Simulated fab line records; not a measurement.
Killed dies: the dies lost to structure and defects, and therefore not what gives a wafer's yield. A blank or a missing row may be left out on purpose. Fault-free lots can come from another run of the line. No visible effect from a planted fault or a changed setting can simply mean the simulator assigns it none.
2 desks looking at one fault + flow berkeleyCmos170 + each desk has only its own numbers; what lay behind them comes last

FROM THE METROLOGY DESK
What the gauges read, lot by lot, whatever tool the lot ran on: means of the sampled wafers that have a number. Any lot whose mean is over 4 standard deviations away from the usual mean is out of limits and marked OUT; that distance is given in the brackets.
Columns: A = PLDD_TW at UCB170_PLDD_TW_MEAS_11, usual 1016; B = PLDD_RS at UCB170_SDANNEAL_RS_MEAS_04, usual 1032 ohm/sq
| lot  | first seen here | A             | B              |
|------|-----------------|---------------|----------------|
| L669 | day 6 18:37     | 1017          | 1031           |
| L673 | day 7 04:59     | 1014          | 1038           |
| L672 | day 7 05:49     | 1012          | 1035           |
| L675 | day 7 14:38     | 960 (-12) OUT | 1219 (+60) OUT |
| L674 | day 7 15:00     | 1011          | 1033           |
| L678 | day 8 03:47     | 1013          | 1026           |
| L679 | day 9 02:17     | 951 (-13) OUT | 1214 (+59) OUT |
| L681 | day 9 02:38     | 1013          | 1034           |
| L685 | day 10 10:42    | 1019          | 1028           |
| L686 | day 10 10:59    | 1007          | 1034           |
| L688 | day 11 01:41    | 1011          | 1028           |
| L687 | day 11 02:13    | 1022          | 1030           |
| L691 | day 11 10:15    | 1019          | 1034           |
| L690 | day 11 10:45    | 1019          | 1033           |
This desk reports L675, L679 out of limits; the earliest was L675 at day 7 14:38 (PLDD_TW at UCB170_PLDD_TW_MEAS_11). In limits: L669, L673, L672, L674, L678, L681, L685, L686, L688, L687, L691, L690.

FOR THE TOOL OWNER'S DESK: implanter-01
For each lot that ran on this tool, the mean over its sampled wafers that have a number, from the tool's own readings at UCB170_PLDD_IMPLANT_08. Any lot whose mean is over 4 standard deviations away from the usual mean is out of limits and marked OUT; that distance is given in the brackets.
Columns: A = doseIonsCm2 at UCB170_PLDD_IMPLANT_08, usual 4.999e+13; B = faradayCurrentUA at UCB170_PLDD_IMPLANT_08, usual 159
| lot  | first seen here | A                           | B             |
|------|-----------------|-----------------------------|---------------|
| L669 | day 6 18:14     | 4.999e+13                   | 159           |
| L673 | day 7 04:36     | 5.001e+13                   | 159           |
| L672 | day 7 05:25     | 4.998e+13                   | 160           |
| L675 | day 7 14:14     | 3.143e+13 (-99 or more) OUT | 100 (-18) OUT |
| L679 | day 9 01:53     | 3.149e+13 (-99 or more) OUT | 102 (-17) OUT |
| L690 | day 11 10:23    | 5.003e+13                   | 160           |
This desk finds L675, L679 out of limits, L675 being first, at day 7 14:14 (doseIonsCm2 at UCB170_PLDD_IMPLANT_08). In limits: L669, L673, L672, L690.

BROUGHT TOGETHER
The tool owner's desk could have raised an alarm at day 7 14:14, on L675, L679.
Metrology desk: alarm possible at day 7 14:38 on L675, L679.
All the named lots went through UCB170_PLDD_IMPLANT_08 on implanter-01.

WHAT THE SIMULATOR HAD INSERTED
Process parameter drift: implanter-01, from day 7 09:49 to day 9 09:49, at UCB170_PLDD_IMPLANT_08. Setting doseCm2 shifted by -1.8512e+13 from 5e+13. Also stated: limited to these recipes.
Shown lots that were struck: L675, L679.
Delay (hours) between the fault's onset and each desk's first out-of-limits reading: 4 at the tool owner's desk, 5 at the metrology desk.
